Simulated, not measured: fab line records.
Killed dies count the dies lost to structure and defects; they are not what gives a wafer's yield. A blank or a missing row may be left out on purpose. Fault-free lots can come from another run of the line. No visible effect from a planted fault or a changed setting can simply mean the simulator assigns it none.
Problem report in the 8D (eight disciplines) form, filled by code :: flow rit_cmos :: the parts of the form that need people (team, actions taken, sign-off) are left out

== 1. THE PROBLEM ==
FOX2_OXIDE_THK at RIT_FOX2_THK_MEAS_01 reads a mean of 388 nm on 6 wafers of 2 lots; wafers without a fault read 345 nm with a standard deviation of 7.3. That is +5.9 standard deviations from the usual mean.
The first sign was on wafer L931.3 at day 4 16:30, on film_metro-04. The record holds 42 wafers of 14 lots with a number at this step. By rule, "out" or "out of limits" means more than 4 standard deviations away from the usual mean. The other wafers with a number count as sound.

== 2. WHAT IT IS AND WHAT IT IS NOT ==
question: which readings at this step
is: FOX2_OXIDE_THK
is not: -

question: which lots
is: L931, L933
is not: L917, L918, L919, L920, L921, L923, L924, L925, L927, L937, L938, L940

question: which wafers of those lots
is: all that have a number
is not: -

question: read on which gauges
is: film_metro-03, film_metro-04
is not: film_metro-02

question: when
is: from day 4 16:30
is not: up to then (27 sound wafers); but 9 sound wafers of L937, L938, L940 came after

== 3. SUSPECTS, AND WHAT RULES EACH OUT ==
Counting: a tool at any process step up to the reading remains a suspect when it ran all the lots that are out and ran no sound lot after the first of those.
- ruled out: the gauge at RIT_FOX2_THK_MEAS_01. Those wafers that are out were read across 2 gauges (film_metro-03, film_metro-04).
- furnace-01 at RIT_FOX2_OXIDATION_00 (target thk 350.7 nm, ox time 1130 s): kept. It ran every lot that is out, first L931 (day 4 15:10), and no sound lot after that; its last sound lot up to then is L923 (day 3 01:02).
The count leaves furnace-01 at RIT_FOX2_OXIDATION_00.

== 4. THE CAUSE (what the simulator had put in) ==
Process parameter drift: furnace-01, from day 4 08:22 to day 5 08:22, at RIT_FOX2_OXIDATION_00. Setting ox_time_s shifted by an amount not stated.
Counting left only this tool.

== 5. THE EFFECT CHAIN, in route order ==
Each row: a reading whose mean over the struck wafers that have a number lies more than 3 standard deviations from the usual. Only readings for which the record gives a usual standard deviation are gone through. hours: the time from each lot's start at the first step in this table that gives one to its start at this step, as a median over the lots. sigmas: the change in usual standard deviations.
hours: 0
step: RIT_FOX2_THK_MEAS_01
reading: FOX2_OXIDE_THK
usual: 345 nm
on struck wafers: 388
change: +43
sigmas: +5.9

hours: 1
step: RIT_FOX2_THK_MEAS_90
reading: FIELD_OXIDE_LEFT_1_THK
usual: 317 nm
on struck wafers: 361
change: +44
sigmas: +6.0

hours: 13
step: RIT_FOX2_THK_MEAS_91
reading: FIELD_OXIDE_LEFT_2_THK
usual: 249 nm
on struck wafers: 292
change: +43
sigmas: +5.9

== 6. WHAT WOULD HAVE CAUGHT IT SOONER ==
8 hours passed between the start of the fault at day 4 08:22 and the first reading out of limits at a measuring or inspecting step in this record, taken at day 4 16:30.
Tool readings at RIT_FOX2_OXIDATION_00 with a usual standard deviation given in the record: none out on any struck wafer, hence no alarm at a limit of 4 standard deviations on them.
Among the 2 lots that are out, L933 began RIT_FOX2_OXIDATION_00 on furnace-01 after day 4 16:30. A tool hold placed at that time would have kept it from harm.
